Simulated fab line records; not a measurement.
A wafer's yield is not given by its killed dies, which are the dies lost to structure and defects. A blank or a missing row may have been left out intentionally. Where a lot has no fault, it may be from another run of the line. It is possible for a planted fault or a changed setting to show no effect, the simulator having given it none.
Split-lot experiment ; flow rit_cmos ; route with 202 steps; 5 lots, 23 wafers read

## ON THE SPLIT
At RIT_NRETRO_IMPLANT_08, the setting dose_cm2 was moved away from the recipe's 1e+13 on 5 of the 23 wafers read, by -7.3% to +3.1%. This setting was run at the recipe's value on the other wafers.

## FROM THE SPLIT ON TO THE READING: in between, the file shows 1 step
- RIT_NRETRO_STRIP_09: strips in O2, time 180 s

## THE READING
NRETRO_TW, at RIT_NRETRO_TW_MEAS_10. Typical for fault-free wafers on this fab line: 1054, with standard deviation 3.3.

wafer;tool, chamber at the split;dose_cm2 as run;against the recipe;NRETRO_TW;against lot-mates on the recipe
L074.1;implanter-04, 0;9.27e+12;-7.3%;1029;-30
L074.2;implanter-04, 0;9.27e+12;-7.3%;1025;-34
L074.4;implanter-04, 0;1e+13;recipe;1062;-
L074.5;implanter-04, 0;9.27e+12;-7.3%;1029;-30
L074.6;implanter-04, 0;1e+13;recipe;1055;-
L075.1;implanter-03, 0;1e+13;recipe;1054;-
L075.2;implanter-03, 0;1e+13;recipe;1053;-
L075.3;implanter-03, 0;1e+13;recipe;1057;-
L075.4;implanter-03, 0;1e+13;recipe;1053;-
L075.6;implanter-03, 0;1e+13;recipe;1055;-
L080.4;implanter-03, 0;1e+13;recipe;1049;-
L080.5;implanter-03, 0;1e+13;recipe;1052;-
L080.6;implanter-03, 0;1e+13;recipe;1055;-
L081.1;implanter-01, 0;1e+13;recipe;1057;-
L081.2;implanter-01, 0;1e+13;recipe;1055;-
L081.3;implanter-01, 0;1e+13;recipe;1055;-
L081.4;implanter-01, 0;1e+13;recipe;1054;-
L081.5;implanter-01, 0;1e+13;recipe;1052;-
L085.1;implanter-03, 0;1.031e+13;+3.1%;1061;+12
L085.2;implanter-03, 0;1e+13;recipe;1048;-
L085.3;implanter-03, 0;1e+13;recipe;1049;-
L085.5;implanter-03, 0;1e+13;recipe;1051;-
L085.6;implanter-03, 0;1.031e+13;+3.1%;1061;+12

THE FIT
A straight line over all 23 wafers: NRETRO_TW changes by +3.4 for each +1% of dose_cm2; r = +0.95; the points scatter about the line by 3.2.
The same after taking each lot's own level away (the mean of its wafers on the recipe; 23 wafers): +4.16 for each +1%; r = +0.99; scatter 2.
According to that fit, moving dose_cm2 by its largest amount changes the reading by 30.
Across the lots, their own levels run from 1049.3 to 1058.5, a range of 2.8 times the standard deviation given above.
So the slope is not independent of the lot-to-lot level: the two fits are not the same.
Check: with one of the wafers moved furthest among these (-7.3%) left out of the fit, the line predicts -31 for it against its lot-mates. Against them it came out at -29.5.

## FURTHER SPLITS ON THESE WAFERS
These wafers also went through other splits before the reading. Each is held against what the fit with the lots' levels taken away leaves over:
other split on the same wafers;wafers away from the commonest value;r with NRETRO_TW (lot level and that fit taken away)
RIT_ACTIVE_CVD_03 pressure_mtorr;10;+0.09
RIT_ACTIVE_ETCH_13 rf_w;7;-0.01
RIT_NWELL_COAT_01 spin_rpm;10;+0.00
RIT_NWELL_IMPLANT_08 energy_kev;7;-0.14
RIT_PWELL_IMPLANT_08 energy_kev;9;-0.10
RIT_NRETRO_SOFTBAKE_02 temp_c;8;-0.08

## FILE'S OWN FIT
NRETRO_TW changes by +4.2 for each +1% of dose_cm2, r = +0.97.
